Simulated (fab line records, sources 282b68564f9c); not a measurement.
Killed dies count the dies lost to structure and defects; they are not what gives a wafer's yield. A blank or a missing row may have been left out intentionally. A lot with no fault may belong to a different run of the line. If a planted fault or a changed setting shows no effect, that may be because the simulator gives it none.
8D (eight disciplines) problem report, filled in by code || flow rit cmos || the parts of the form that need people (team, actions taken, sign-off) are left out

1. PROBLEM STATEMENT
At RIT_PWELL_COAT_01, spin speed rpm averages 1380.0 rpm over 6 wafers from 2 lots, while fault-free wafers read 2000.2 rpm, standard deviation 1.3. That is -99 or more standard deviations from the usual mean.
The step: resist thk 1300 nm.
First observed at day 6 15:00: wafer L991.2, on litho track-01. At this step, 18 wafers from 6 lots have a number in the record. Rule for "out" (also "out of limits"): further than 4 standard deviations from the usual mean. The rest of the wafers with a number are treated as sound.

2. WHAT THIS IS AND IS NOT
{"question": "which readings at this step", "is": "spin speed rpm", "is not": "-"}
{"question": "which lots", "is": "L991, L993", "is not": "L972, L973, L977, L978"}
{"question": "which wafers of those lots", "is": "all that have a number", "is not": "-"}
{"question": "read on which tools", "is": "litho track-01", "is not": "litho track-03, litho track-04"}
{"question": "when", "is": "from day 6 15:00", "is not": "up to then (12 sound wafers)"}

3. WHAT RULES OUT EACH SUSPECT
Counting: any tool at a process step up to the reading is kept as a suspect provided that every lot that is out went through it and no sound lot did after the first of them.
- litho track-01 at RIT_PWELL_COAT_01 (resist thk 1300 nm): kept. It ran every lot that is out, first L991 (day 6 15:00), and no sound lot after that; its last sound lot up to then is L972 (day 2 10:04). Its own readings are out on those wafers: spin speed rpm.
Remaining after the count: litho track-01 at RIT_PWELL_COAT_01.

4. THE CAUSE (what the simulator had put in)
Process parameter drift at RIT_PWELL_COAT_01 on litho track-01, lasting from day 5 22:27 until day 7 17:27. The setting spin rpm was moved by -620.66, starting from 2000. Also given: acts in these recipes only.
After counting, this tool was the only one left.

5. THE EFFECT CHAIN, in route order
One row per reading whose mean, taken over the struck wafers that have a number, lies over 3 standard deviations from the usual. Scope: only readings with a usual standard deviation given in the record; hours: median across lots of the time from each lot's start at the first step in this table that gives one to its start at this step; sigmas: change in usual standard deviations.
{"hours": 0, "step": "RIT_PWELL_COAT_01", "reading": "spin speed rpm", "usual": "2000.2 rpm", "on struck wafers": 1380.0, "change": -620.2, "sigmas": "-99 or more"}
Process steps it contains:
- RIT_PWELL_COAT_01: resist thk 1300 nm.
Later measuring or inspecting steps at which every struck wafer that the step has a row for has a number for every such reading, and none has moved that far: RIT_PWELL_OVL_MEAS_06.

6. HOW IT WOULD HAVE BEEN CAUGHT EARLIER
In this record the first reading out of limits was taken at day 6 15:00, 17 hours after the fault began at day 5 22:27.
